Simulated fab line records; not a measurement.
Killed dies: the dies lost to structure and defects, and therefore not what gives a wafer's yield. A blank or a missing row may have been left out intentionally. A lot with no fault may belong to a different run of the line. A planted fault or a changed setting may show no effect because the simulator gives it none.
A lot that was struck, set against a sound lot :: flow berkeley-cmos170 :: 19 out of 331 route steps
Sound: these wafers, L419.1, L419.3, L419.4. Wafers struck: L421.1, L421.3, L421.5. At the end, the cause is stated.
For every step that has rows: the tool of each side, followed by ch and its chambers, followed by its first start. Under that, the readings that differ: sound wafers :: struck wafers :: difference of the means :: sigmas: that difference in standard deviations of wafers without a fault.
alike: words and numbers the same on both sides, and readings whose means are apart by under 2 such deviations; not compared: readings that were withheld, readings missing a value for some wafer, numbers with overlapping values and no deviation given by the record, and bounds like >300 which may hide the same value.
The two part at a step that has a row with sigmas, a row that says differs or no value, or rows on one side only. When numbers do not overlap yet have no deviation, they are printed without sigmas and do not part them. Lack of a reading on every wafer of one side parts them only where that side has two or more wafers.

first, 2 steps without rows for these wafers: UCB170_NLDD_IMPLANT_08; UCB170_NLDD_IMPLANT_09.
UCB170_NLDD_STRIP_10: strips in O2.
  sound on plasma-asher-03 ch 0,1, day 9 17:01; struck on plasma-asher-02 ch 0,1, day 10 15:04
  alike: drypump-motor-current-A, oes-product-au, strip-time-to-endpoint-s
  not compared: rf-hours-counter-h
UCB170_NLDD_TW_MEAS_11:
  sound on film-metro-04, day 9 17:07; struck on film-metro-02, day 10 15:10
reading: NLDD_TW
sound: 2228 2244 2233
struck: 2193 2194 2193
difference: -42
sigmas: -3
then, 1 step without rows for these wafers: UCB170_NLDD_CLEAN_12 (cleans in SPM, time 600 s).
UCB170_SPACER_CVD_00: deposits SiO2 from TEOS/O2, target thk 376 nm, time 47 s.
  sound on pecvd-03 ch 0,1,2, day 9 17:22; struck on pecvd-02 ch 1,2, day 10 15:25
  alike: heater-power-w
UCB170_SPACER_THK_MEAS_01:
  sound on film-metro-01, day 9 17:25; struck on film-metro-01, day 10 15:27
  alike: SPACER_TEOS_THK
then, 1 step without rows for these wafers: UCB170_SPACER_ANNEAL_02 (time 1800 s).
UCB170_SPACER_ETCHBACK_03: etches SiO2 in CHF3/CF4/Ar, stops on Si, target depth 376 nm, time 100 s.
  sound on rie-diel-02 ch 0,1,3, day 9 21:53; struck on rie-diel-02 ch 0,1,3, day 10 21:24
  alike: drypump-motor-current-A, oes-product-au, throttle-valve-pct
  not compared: rf-hours-counter-h
then, 3 steps without rows for these wafers: UCB170_PSD_HMDS_00 (prime time 60 s); UCB170_PSD_COAT_01 (resist thk 900 nm); UCB170_PSD_SOFTBAKE_02 (time 60 s).
UCB170_PSD_EXPOSE_03: exposes mask PSELECT MOD, target cd 1200 nm.
  sound on krf-scanner-01 ch 0, day 9 22:28; struck on krf-scanner-01 ch 0, day 10 22:03
reading: model.PSD.overlay-x-nm (nm)
sound: -2.432 -2.432 -2.432
struck: 178.6 178.6 178.6
difference: +181.0
sigmas: 
  alike: mask, exposure-dose-mJ-cm2
then, 2 steps without rows for these wafers: UCB170_PSD_PEB_04; UCB170_PSD_DEVELOP_05 (develop time 45 s).
UCB170_PSD_CD_MEAS_06 targets a cd of 1200 nm.
  sound on cd-sem-01, day 10 00:02; struck on cd-sem-01, day 10 22:37
  alike: cd-nm
UCB170_PSD_OVL_MEAS_07:
  sound on overlay-02, day 10 00:09; struck on overlay-01, day 10 22:44
reading: PSD_OVL (nm)
sound: 5 -2 4
struck: 173 184 185
difference: +178
sigmas: +36
next, for these wafers, 1 step has no rows: UCB170_PSD_IMPLANT_08.
UCB170_M3_PROBE_99:
  sound on prober-02, day 11 05:45; struck on prober-02, day 12 00:23
reading: model.etest.select-edge-diode-p.leak-log10-a (angstrom)
sound: -11.96 -12.14 -12.12
struck: -11.03 -11.4
difference: +0.86
sigmas: 

## WHERE THEY PART
Last at UCB170_PSD_OVL_MEAS_07 as far as this record goes, first at UCB170_NLDD_TW_MEAS_11.

WHY: what had been put in by the simulator
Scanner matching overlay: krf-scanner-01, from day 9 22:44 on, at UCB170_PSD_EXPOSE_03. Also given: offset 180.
